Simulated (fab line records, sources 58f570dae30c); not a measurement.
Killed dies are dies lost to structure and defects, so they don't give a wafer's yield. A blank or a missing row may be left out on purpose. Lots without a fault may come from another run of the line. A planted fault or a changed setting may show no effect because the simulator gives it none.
A struck lot beside a sound one | flow berkeley_cmos170 | 15 steps out of a route of 331
Sound: wafers L425.2, L425.5, L425.6. Struck: wafers L434.1, L434.2, L434.6. The cause comes at the end.
At each step with rows: each side's tool, then ch and its chambers, then its first start. Under that, the readings that differ: sound wafers | struck wafers | difference of the means | sigmas: that difference in standard deviations of wafers without a fault.
alike: readings whose means differ by less than 2 such deviations, and words and numbers that are the same on both sides. not compared: withheld readings, readings that some wafer has no value for, bounds like >300 that may hide the same value, and numbers for which the record gives no deviation and whose values overlap.
The two part at a step that has a row with sigmas, a row that says differs or no value, or rows on one side only. Numbers that don't overlap but have no deviation are shown without sigmas and don't part them. A reading that every wafer of one side lacks parts them only if that side has two wafers or more.

UCB170_PLDD_STRIP_10: strips in O2.
  sound on plasma_asher-04 ch 0,1, day 9 06:20; struck on plasma_asher-01 ch 0,1, day 11 11:47
  alike: drypump_motor_current_A, oes_product_au, strip_time_to_endpoint_s
  not compared: rf_hours_counter_h
UCB170_PLDD_TW_MEAS_11:
  sound on film_metro-04, day 9 06:26; struck on film_metro-04, day 11 11:53
  alike: PLDD_TW
then, 7 steps without rows for these wafers: UCB170_PLDD_CLEAN_12 (cleans in SPM, time 600 s); UCB170_NLDD_HMDS_00 (prime time 60 s); UCB170_NLDD_COAT_01 (resist thk 900 nm); UCB170_NLDD_SOFTBAKE_02 (time 60 s); UCB170_NLDD_EXPOSE_03 (exposes mask NSELECT, target cd 1200 nm); UCB170_NLDD_PEB_04; UCB170_NLDD_DEVELOP_05 (develop time 45 s).
UCB170_NLDD_CD_MEAS_06: target cd 1200 nm.
  sound on cd_sem-02, day 9 11:06; struck on cd_sem-02, day 11 13:21
  alike: cd_nm
UCB170_NLDD_OVL_MEAS_07:
  sound on overlay-02, day 9 11:12; struck on overlay-01, day 11 13:28
  alike: NLDD_OVL
then, 1 step without rows for these wafers: UCB170_NLDD_IMPLANT_08.
UCB170_NLDD_IMPLANT_09:
  sound on implanter-04 ch 0, day 9 11:25; struck on implanter-03 ch 0, day 11 13:39
  reading                   | sound                | struck               | difference | sigmas
  beam_energy_keV           | 30.014 30.005 29.999 | 31.048 31.052 31.066 | +1.049     | +99 or more
  model.implant.rp_nm (nm)  | 21.66 21.66 21.66    | 22.13 22.13 22.13    | +0.47      |
  model.implant.drp_nm (nm) | 9.611 9.611 9.611    | 9.855 9.855 9.855    | +0.244     |
UCB170_NLDD_STRIP_10: strips in O2.
  sound on plasma_asher-02 ch 0,1, day 9 11:32; struck on plasma_asher-03 ch 0,1, day 11 13:48
  alike: drypump_motor_current_A, oes_product_au, strip_time_to_endpoint_s
  not compared: rf_hours_counter_h
UCB170_M3_PROBE_99:
  the record has rows for the sound wafers here (prober-02, day 10 21:17) and none for the struck ones

WHERE THEY PART
First at UCB170_NLDD_IMPLANT_09; last, within this record, at UCB170_M3_PROBE_99.

WHY: what the simulator had put in
Process parameter drift: implanter-03, from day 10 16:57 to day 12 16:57, at UCB170_NLDD_IMPLANT_09. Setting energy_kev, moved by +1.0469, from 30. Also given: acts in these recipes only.
